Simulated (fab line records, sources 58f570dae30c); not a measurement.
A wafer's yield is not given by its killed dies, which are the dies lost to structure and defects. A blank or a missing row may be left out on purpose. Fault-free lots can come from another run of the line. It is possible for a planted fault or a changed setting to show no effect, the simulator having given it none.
The same fault as seen by 2 desks || flow berkeley-cmos170 || what lay behind the numbers comes last; until then each desk has only its own

== FROM THE METROLOGY DESK ==
What the gauges read, lot by lot, whatever tool the lot ran on: means of the sampled wafers that have a number. If a lot's mean is further than 4 standard deviations from the usual mean, the lot is out of limits and carries the mark OUT (the distance appears in the brackets).
Columns: A = cd-nm at UCB170_CONTACT_CD_MEAS_90, usual 700.0 nm; B = V1_TEOS_THK at UCB170_V1_THK_MEAS_01, usual 2009 nm; C = cd-nm at UCB170_V1_CD_MEAS_90, usual 700.3 nm
{"lot": "L762", "first seen here": "day 6 22:48", "A": 699.5, "B": 2008, "C": 698.7}
{"lot": "L761", "first seen here": "day 6 23:58", "A": 699.1, "B": 2008, "C": 699.4}
{"lot": "L764", "first seen here": "day 7 02:11", "A": 698.5, "B": 2005, "C": 699.7}
{"lot": "L766", "first seen here": "day 7 14:29", "A": 699.0, "B": 1994, "C": 699.7}
{"lot": "L767", "first seen here": "day 7 14:37", "A": 698.9, "B": 2023, "C": 702.3}
{"lot": "L765", "first seen here": "day 7 14:49", "A": 701.7, "B": 2016, "C": 698.2}
{"lot": "L770", "first seen here": "day 8 10:51", "A": 702.2, "B": 2025, "C": 700.1}
{"lot": "L774", "first seen here": "day 9 08:30", "A": 700.8, "B": "2170 (+5.8) OUT", "C": 700.6}
{"lot": "L776", "first seen here": "day 10 01:43", "A": 702.7, "B": "2176 (+6.0) OUT", "C": 703.4}
{"lot": "L778", "first seen here": "day 10 03:45", "A": 698.6, "B": 2004, "C": 701.5}
{"lot": "L779", "first seen here": "day 10 15:07", "A": 701.6, "B": 1998, "C": 701.0}
{"lot": "L780", "first seen here": "day 11 00:52", "A": 700.2, "B": 2021, "C": 700.3}
{"lot": "L782", "first seen here": "day 11 06:56", "A": 702.2, "B": 1996, "C": 702.6}
{"lot": "L784", "first seen here": "day 11 23:25", "A": 698.1, "B": 2030, "C": 700.2}
This desk finds L774, L776 out of limits, with the earliest case on L774 at day 9 13:47 (V1_TEOS_THK at UCB170_V1_THK_MEAS_01). L762, L761, L764, L766, L767, L765, L770, L778, L779, L780, L782, L784 stayed within limits.

== AT THE TOOL OWNER'S DESK: pecvd-03 ==
The tool's own readings at UCB170_V1_CVD_00 (deposits SiO2 from TEOS/O2, target thk 2000 nm, time 250 s): means of the sampled wafers that have a number, for each lot that ran on this tool. If a lot's mean is further than 4 standard deviations from the usual mean, the lot is out of limits and carries the mark OUT (the distance appears in the brackets).
Columns: A = heater-power-w at UCB170_V1_CVD_00, usual 239 W; B = run-length-s at UCB170_V1_CVD_00, usual 278.2 s
{"lot": "L762", "first seen here": "day 7 07:25", "A": 194, "B": 277.9}
{"lot": "L764", "first seen here": "day 7 07:34", "A": 214, "B": 278.2}
{"lot": "L765", "first seen here": "day 7 22:51", "A": 244, "B": 278.0}
{"lot": "L770", "first seen here": "day 8 16:13", "A": 213, "B": 278.2}
{"lot": "L774", "first seen here": "day 9 13:37", "A": 200, "B": "299.7 (+36) OUT"}
{"lot": "L776", "first seen here": "day 10 07:47", "A": 216, "B": "299.6 (+36) OUT"}
This desk finds L774, L776 out of limits, L774 being first, at day 9 13:37 (run-length-s at UCB170_V1_CVD_00). L762, L764, L765, L770 stayed within limits.

== TAKEN TOGETHER ==
On L774, L776, at day 9 13:37, an alarm was possible from the tool owner's desk.
On L774, L776, the metrology desk was in a position to raise an alarm at day 9 13:47.
On pecvd-03, each named lot ran UCB170_V1_CVD_00.

== WHAT THE SIMULATOR PUT IN ==
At UCB170_V1_CVD_00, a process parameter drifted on pecvd-03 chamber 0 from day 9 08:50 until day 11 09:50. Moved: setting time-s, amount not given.
Struck lots among those shown: L774, L776.
Time in hours from fault onset to the first out-of-limits reading at each desk: tool owner's desk 5, metrology desk 5.
